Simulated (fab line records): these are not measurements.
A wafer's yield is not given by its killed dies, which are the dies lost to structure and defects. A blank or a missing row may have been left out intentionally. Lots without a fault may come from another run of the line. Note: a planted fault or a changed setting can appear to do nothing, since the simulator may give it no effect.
Commonality check across tools | flow rit_cmos | Sample size 16 lots and 48 wafers

WHY THIS WAS OPENED
At RIT_CONTACT_OVL_MEAS_09 the reading CONTACT_OVL is flagged on 4 of 16 lots. Wafers without a fault read 0.5 nm, standard deviation 1.7.
Rule: a lot is flagged when every wafer of it that has a number lies more than 4 standard deviations from that mean, or none has a number. The rest of the lots are taken to be sound.

lot  | measured    | on         | CONTACT_OVL (nm), wafer by wafer | flag
L167 | day 3 10:25 | overlay-01 | -0.3 1.4 1.1                     |
L168 | day 3 17:02 | overlay-02 | 5.4 3.4 4.8                      |
L169 | day 3 20:25 | overlay-02 | -1.0 -1.4 -1.7                   |
L170 | day 4 03:02 | overlay-01 | -0.7 0.1 0.7                     |
L173 | day 4 12:44 | overlay-02 | 1.9 -0.2 0.0                     |
L174 | day 4 21:57 | overlay-02 | 0.2 -1.4 -2.2                    |
L175 | day 4 22:18 | overlay-01 | -0.1 -1.6 -0.1                   |
L177 | day 5 13:59 | overlay-02 | 2.5 1.0 2.2                      |
L178 | day 5 17:04 | overlay-02 | -149.4 -149.7 -149.9             | FLAGGED
L179 | day 5 17:58 | overlay-02 | -151.1 -151.0 -152.5             | FLAGGED
L180 | day 6 02:08 | overlay-01 | -145.7 -146.9 -147.5             | FLAGGED
L181 | day 6 08:19 | overlay-01 | -149.1 -147.7 -148.6             | FLAGGED
L183 | day 6 19:27 | overlay-01 | -2.1 0.6 0.0                     |
L185 | day 7 05:36 | overlay-02 | 2.3 2.1 0.1                      |
L186 | day 7 21:58 | overlay-02 | 2.3 4.5 0.6                      |
L188 | day 8 04:19 | overlay-01 | -0.6 -0.1 0.5                    |
The numbers of the flagged lots are -149.1 nm on average: -149.6 nm against the usual, or -88 standard deviations.

EACH LOT AND THE TOOL IT RAN ON
The record holds 1 process step before the reading, out of a route of 202 steps. Read each cell as the tool, then ch plus the chambers that the sampled wafers visited, then the start.
lot  | flag    | RIT_CONTACT_EXPOSE_05
L167 |         | iline_stepper-01 ch 0, day 3 09:46
L168 |         | iline_stepper-02 ch 0, day 3 16:22
L169 |         | iline_stepper-02 ch 0, day 3 19:47
L170 |         | iline_stepper-02 ch 0, day 4 02:25
L173 |         | iline_stepper-02 ch 0, day 4 12:06
L174 |         | iline_stepper-01 ch 0, day 4 21:10
L175 |         | iline_stepper-01 ch 0, day 4 21:41
L177 |         | iline_stepper-01 ch 0, day 5 13:22
L178 | FLAGGED | iline_stepper-01 ch 0, day 5 16:26
L179 | FLAGGED | iline_stepper-01 ch 0, day 5 17:20
L180 | FLAGGED | iline_stepper-01 ch 0, day 6 01:29
L181 | FLAGGED | iline_stepper-01 ch 0, day 6 07:41
L183 |         | iline_stepper-02 ch 0, day 6 18:49
L185 |         | iline_stepper-02 ch 0, day 7 04:58
L186 |         | iline_stepper-02 ch 0, day 7 21:20
L188 |         | iline_stepper-02 ch 0, day 8 03:41
These steps, and what they do:
- RIT_CONTACT_EXPOSE_05: exposes mask M11, target cd 1000 nm.
- RIT_CONTACT_OVL_MEAS_09

FLAGGED OVER TOTAL, TOOL BY TOOL (the gauges that took the reading come last)
step                    | tool             | lots run | flagged | share of the flagged lots | sound lots run after its first flagged lot
RIT_CONTACT_EXPOSE_05   | iline_stepper-01 | 8        | 4       | all                       | 0
RIT_CONTACT_EXPOSE_05   | iline_stepper-02 | 8        | 0       | none                      | -
RIT_CONTACT_OVL_MEAS_09 | overlay-01       | 7        | 2       | some                      | 2 (L183,L188)
RIT_CONTACT_OVL_MEAS_09 | overlay-02       | 9        | 2       | some                      | 2 (L185,L186)

WHAT THE TABLE PERMITS
In the table, 1 row covers all flagged lots: iline_stepper-01 at RIT_CONTACT_EXPOSE_05.
- iline_stepper-01 at RIT_CONTACT_EXPOSE_05: 4 of its 8 lots flagged. A fault beginning between L177 (day 5 13:22), its last sound lot, and L178 (day 5 16:26), its first flagged one, fits the data.
One tool is left: iline_stepper-01 at RIT_CONTACT_EXPOSE_05.

WHAT HAD BEEN PUT IN BY THE SIMULATOR
Scanner matching overlay: iline_stepper-01, from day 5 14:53 on, at RIT_CONTACT_EXPOSE_05. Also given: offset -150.
Lots struck among those shown: L178, L179, L180, L181. The rule above found the same.
